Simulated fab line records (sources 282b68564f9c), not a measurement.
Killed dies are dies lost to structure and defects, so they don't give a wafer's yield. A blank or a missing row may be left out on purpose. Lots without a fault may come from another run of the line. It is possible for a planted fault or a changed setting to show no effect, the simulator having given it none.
A struck lot beside a sound one | flow ritCmos | 18 steps out of a route of 202
Sound: the wafers L956.1, L956.3, L956.6. Wafers L947.1, L947.4, L947.6 were the ones struck. The cause comes at the end.
At each step with rows: each side's tool, then ch and its chambers, then its first start. Under that, the readings that differ: sound wafers | struck wafers | difference of the means | sigmas: that difference in standard deviations of wafers without a fault.
alike: same words and numbers on both sides, and readings whose means sit less than 2 such deviations apart. not compared: any withheld reading, any reading some wafer has no value for, any bound like >300 that may hide the same value, and any number with overlapping values for which the record gives no deviation.
Wherever a step has rows on one side only, a row that says differs or no value, or a row with sigmas, the two part there. When numbers do not overlap yet have no deviation, they are printed without sigmas and do not part them. Lack of a reading on every wafer of one side parts them only where that side has two or more wafers.

first, 4 steps without rows for these wafers: RIT_NSD_SOFTBAKE_02 (time 60 s); RIT_NSD_EXPOSE_03 (exposes mask M9, target cd 40700 nm); RIT_NSD_PEB_04; RIT_NSD_DEVELOP_05 (develop time 50 s).
RIT_NSD_OVL_MEAS_06:
  sound on overlay-02, day 5 12:25; struck on overlay-02, day 3 17:38
  alike: NSD_OVL
then, 2 steps without rows for these wafers: RIT_NSD_HARDBAKE_07 (time 60 s); RIT_NSD_IMPLANT_08.
RIT_NSD_STRIP_09: strips in O2, time 180 s.
  sound on plasmaAsher-04 ch 0, day 5 12:45; struck on plasmaAsher-02 ch 0,1, day 3 17:58
reading                  | sound       | struck      | difference | sigmas
drypumpMotorCurrentA (A) | 5.1 5.1 5.1 | 5.7 6.1 5.7 | +0.7       | +2
  alike: rfReflPowerW
  not compared: rfHoursCounterH
RIT_NSD_TW_MEAS_10:
  sound on filmMetro-01, day 5 12:55; struck on filmMetro-01, day 3 18:09
  alike: NSD_TW
then, 3 steps without rows for these wafers: RIT_PSD_HMDS_00 (prime time 60 s); RIT_PSD_COAT_01 (resist thk 994.2 nm); RIT_PSD_SOFTBAKE_02 (time 60 s).
RIT_PSD_EXPOSE_03: exposes mask M10, target cd 40900 nm.
  sound on ilineStepper-01 ch 0, day 5 13:37; struck on ilineStepper-02 ch 0, day 3 18:40
reading                   | sound                      | struck               | difference | sigmas
model.PSD.overlayXNm (nm) | -0.07278 -0.07278 -0.07278 | -150.2 -150.2 -150.2 | -150.1     | 
  alike: mask, stageVelMmS
then, 2 steps without rows for these wafers: RIT_PSD_PEB_04; RIT_PSD_DEVELOP_05 (develop time 50 s).
RIT_PSD_OVL_MEAS_06:
  sound on overlay-01, day 5 14:04; struck on overlay-02, day 3 19:04
reading      | sound        | struck               | difference | sigmas
PSD_OVL (nm) | 0.5 1.9 -0.1 | -150.7 -150.6 -149.9 | -151.2     | -94
then, 1 step without rows for these wafers: RIT_PSD_HARDBAKE_07 (time 60 s).
RIT_M1_PROBE_99:
  sound on prober-02, day 5 23:37; struck on prober-01, day 4 03:54
reading                                            | sound                | struck               | difference | sigmas
model.etest.selectEdgeDiodeP.leakLog10A (angstrom) | -10.67 -10.52 -10.31 | -9.664 -9.604 -9.482 | +0.917     | 
  alike: killedAtContacts, killedAtFrontEnd, killedDies, killedOpen, killedShort

WHERE THEY PART
Earliest at RIT_NSD_STRIP_09; latest, in this record, at RIT_PSD_OVL_MEAS_06. Later steps at which nothing parts them and some readings are alike: RIT_M1_PROBE_99.

WHY: what the simulator had put in
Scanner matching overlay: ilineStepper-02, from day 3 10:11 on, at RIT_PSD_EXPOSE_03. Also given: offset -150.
